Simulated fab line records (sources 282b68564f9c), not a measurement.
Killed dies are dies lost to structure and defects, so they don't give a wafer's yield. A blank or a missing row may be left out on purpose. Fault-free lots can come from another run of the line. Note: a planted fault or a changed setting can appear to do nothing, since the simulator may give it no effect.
fab line records | flow ritCmos
[record] lots = 16 | wafers = 48 | lastDay = 7
route steps=202 shown NRETRO@56
lots that met no fault: taken from a fault-free run of the same line
startH: start of the lot's first displayed wafer, in hours after the record's first day | waitH: hours from the lot's prior step to this one | " same as the row above | L1.1+2: several wafers, shown together as one row | - value missing, or start not given | * or withheld: withheld | < > ~ a bound
route shown NAME@n: NAME is a module with steps in the file, n the number in the route of the first one | usual: mean/standard deviation taken from wafers without a fault | same: alike in all rows | chamber/n: place in a boat | sites: the reading at each site | _std_site: standard deviation of those values | _edge_site: the outer-site mean with the inner-site mean subtracted | radiusMm: how far each site lies from the wafer's centre | mask NAME#n: copy n | behind: the tool/chamber that last shaped the wafer | hold: what put the lot on hold/how long, in hours/how the hold closed | device: whichever transistor did not switch (one of n, p or np) | end of line: tests of these same wafers at the route's end | a step without rows: its recipe alone | killed: dies lost to structure and defects at the first sort, not the wafer's yield | map: shows each die of a wafer: x if killed, . if not, _ if none is there
set.NAME: the setting as run; set.NAME@STEP: as run at that earlier step | model.NAME: the simulator's own value behind a step, which no gauge read
route steps across a sampled set of lots; one table per step, one row per wafer
services: a tool's chamber out of use, with start hour (startH, from the record's first day; less than 0 if before it), hours out, and reason
[[steps]]
[step RIT_NRETRO_EXPOSE_03]
[recipe] maskId = M4 | na = 0.57 | targetCdNm = 43900 | doseMj = 250
[usual] exposureDoseMJCm2 = 249.97/0.26
lot.wafer | tool            | chamber | startH | waitH | mask | exposureDoseMJCm2
L430.1    | ilineStepper-01 | 0       | 29.84  | 0.1   | M4#0 | 249.93
L430.2    | "               | 0       | "      | "     | M4#0 | 250.08
L430.4    | "               | 0       | "      | "     | M4#0 | 250.07
L431.1    | ilineStepper-02 | 0       | 35.05  | 0.2   | M4#0 | 249.52
L431.2    | "               | 0       | "      | "     | M4#0 | 249.57
L431.5    | "               | 0       | "      | "     | M4#0 | 249.92
L434.1    | ilineStepper-02 | 0       | 50.60  | 0.2   | M4#0 | 249.90
L434.4    | "               | 0       | "      | "     | M4#0 | 249.75
L434.6    | "               | 0       | "      | "     | M4#0 | 249.70
L435.1    | ilineStepper-01 | 0       | 57.48  | 0.2   | M4#0 | 249.86
L435.2    | "               | 0       | "      | "     | M4#0 | 249.88
L435.4    | "               | 0       | "      | "     | M4#0 | 249.86
L436.1    | ilineStepper-01 | 0       | 63.74  | 0.1   | M4#0 | 250.13
L436.3    | "               | 0       | "      | "     | M4#0 | 250.54
L436.5    | "               | 0       | "      | "     | M4#0 | 250.25
L437.1    | ilineStepper-01 | 0       | 67.99  | 0.1   | M4#0 | 249.98
L437.3    | "               | 0       | "      | "     | M4#0 | 250.09
L437.4    | "               | 0       | "      | "     | M4#0 | 249.70
L438.1    | ilineStepper-02 | 0       | 72.30  | 0.2   | M4#0 | 249.93
L438.3    | "               | 0       | "      | "     | M4#0 | 250.17
L438.5    | "               | 0       | "      | "     | M4#0 | 249.84
L442.2    | ilineStepper-01 | 0       | 90.31  | 0.2   | M4#0 | 249.77
L442.3    | "               | 0       | "      | "     | M4#0 | 249.88
L442.4    | "               | 0       | "      | "     | M4#0 | 249.81
L443.1    | ilineStepper-02 | 0       | 95.38  | 0.2   | M4#0 | 249.81
L443.2    | "               | 0       | "      | "     | M4#0 | 249.42
L443.6    | "               | 0       | "      | "     | M4#0 | 249.88
L445.3    | ilineStepper-01 | 0       | 107.10 | 0.2   | M4#0 | 250.00
L445.4    | "               | 0       | "      | "     | M4#0 | 249.98
L445.5    | "               | 0       | "      | "     | M4#0 | 250.29
L446.3    | ilineStepper-01 | 0       | 111.10 | 0.1   | M4#0 | 250.00
L446.4    | "               | 0       | "      | "     | M4#0 | 249.96
L446.5    | "               | 0       | "      | "     | M4#0 | 249.85
L447.1    | ilineStepper-02 | 0       | 115.56 | 0.2   | M4#0 | 250.53
L447.3    | "               | 0       | "      | "     | M4#0 | 250.25
L447.4    | "               | 0       | "      | "     | M4#0 | 249.88
L448.1    | ilineStepper-01 | 0       | 121.09 | 0.2   | M4#0 | 250.12
L448.2    | "               | 0       | "      | "     | M4#0 | 250.04
L448.6    | "               | 0       | "      | "     | M4#0 | 249.87
L449.1    | ilineStepper-02 | 0       | 125.80 | 0.2   | M4#0 | 249.84
L449.5    | "               | 0       | "      | "     | M4#0 | 249.83
L449.6    | "               | 0       | "      | "     | M4#0 | 249.74
L450.1    | ilineStepper-02 | 0       | 130.76 | 0.1   | M4#0 | 249.99
L450.3    | "               | 0       | "      | "     | M4#0 | 249.54
L450.6    | "               | 0       | "      | "     | M4#0 | 249.74
L451.1    | ilineStepper-02 | 0       | 133.88 | 0.1   | M4#0 | 249.81
L451.3    | "               | 0       | "      | "     | M4#0 | 250.36
L451.4    | "               | 0       | "      | "     | M4#0 | 250.12
[step RIT_NRETRO_OVL_MEAS_06]
[usual] NRETRO_OVL = -1.2/1.6
lot.wafer | tool       | chamber | startH | waitH | NRETRO_OVL[nm]
L430.1    | overlay-01 | -       | 30.27  | -     | 1.6
L430.2    | "          | -       | "      | "     | 0.6
L430.4    | "          | -       | "      | "     | 1.3
L431.1    | overlay-02 | -       | 35.48  | -     | -2.0
L431.2    | "          | -       | "      | "     | -1.6
L431.5    | "          | -       | "      | "     | -2.0
L434.1    | overlay-01 | -       | 51.03  | -     | 1.2
L434.4    | "          | -       | "      | "     | 1.0
L434.6    | "          | -       | "      | "     | 1.6
L435.1    | overlay-02 | -       | 57.91  | -     | -2.3
L435.2    | "          | -       | "      | "     | -2.5
L435.4    | "          | -       | "      | "     | -2.8
L436.1    | overlay-02 | -       | 64.17  | -     | -1.6
L436.3    | "          | -       | "      | "     | -4.4
L436.5    | "          | -       | "      | "     | -1.8
L437.1    | overlay-01 | -       | 68.42  | -     | -0.7
L437.3    | "          | -       | "      | "     | -1.5
L437.4    | "          | -       | "      | "     | -1.0
L438.1    | overlay-02 | -       | 72.79  | -     | -1.9
L438.3    | "          | -       | "      | "     | 0.1
L438.5    | "          | -       | "      | "     | -2.0
L442.2    | overlay-01 | -       | 90.73  | -     | -302.8
L442.3    | "          | -       | "      | "     | -301.6
L442.4    | "          | -       | "      | "     | -302.4
L443.1    | overlay-02 | -       | 95.81  | -     | -0.8
L443.2    | "          | -       | "      | "     | -1.4
L443.6    | "          | -       | "      | "     | -2.0
L445.3    | overlay-02 | -       | 107.50 | -     | -302.0
L445.4    | "          | -       | "      | "     | -301.2
L445.5    | "          | -       | "      | "     | -303.0
L446.3    | overlay-01 | -       | 111.50 | -     | -301.2
L446.4    | "          | -       | "      | "     | -300.3
L446.5    | "          | -       | "      | "     | -302.2
L447.1    | overlay-01 | -       | 115.99 | -     | 1.6
L447.3    | "          | -       | "      | "     | 1.7
L447.4    | "          | -       | "      | "     | -1.8
L448.1    | overlay-02 | -       | 121.52 | -     | -297.8
L448.2    | "          | -       | "      | "     | -300.7
L448.6    | "          | -       | "      | "     | -301.8
L449.1    | overlay-02 | -       | 126.27 | -     | -0.3
L449.5    | "          | -       | "      | "     | -2.1
L449.6    | "          | -       | "      | "     | -0.4
L450.1    | overlay-01 | -       | 131.19 | -     | -1.4
L450.3    | "          | -       | "      | "     | -2.3
L450.6    | "          | -       | "      | "     | -2.0
L451.1    | overlay-01 | -       | 134.31 | -     | -3.3
L451.3    | "          | -       | "      | "     | -3.2
L451.4    | "          | -       | "      | "     | -0.3
[[services]]
tool            | chamber | startH | hours | kind
ilineStepper-01 | 0       | 42.99  | -     | calibration
ilineStepper-01 | -       | 50.30  | 4.4   | pm
ilineStepper-02 | 0       | 71.85  | -     | calibration
[[key]]
[firstSign] step = RIT_NRETRO_OVL_MEAS_06 | reading = NRETRO_OVL | direction = down | sigmas = 99+ | usual = -1.2 | struck = -301.4
effect none on later readings
metAt RIT_NRETRO_EXPOSE_03
struckLots L442,L445,L446,L448
testerLeftOut L442,L445,L446,L448
onsetBetween 67.99 90.31
[fault] kind = scannerMatchingOverlay | tool = ilineStepper-01 | chamber = - | onsetH = 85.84 | steps = RIT_NRETRO_EXPOSE_03 | offset = -300
// testerLeftOut: of these lots the tester's yield and bins aren't shown, on N5 and GAA mostly nor the transistor test; their killed dies are dies lost to structure and defects alone, not to doping, threshold or leakage, so they don't give the yield
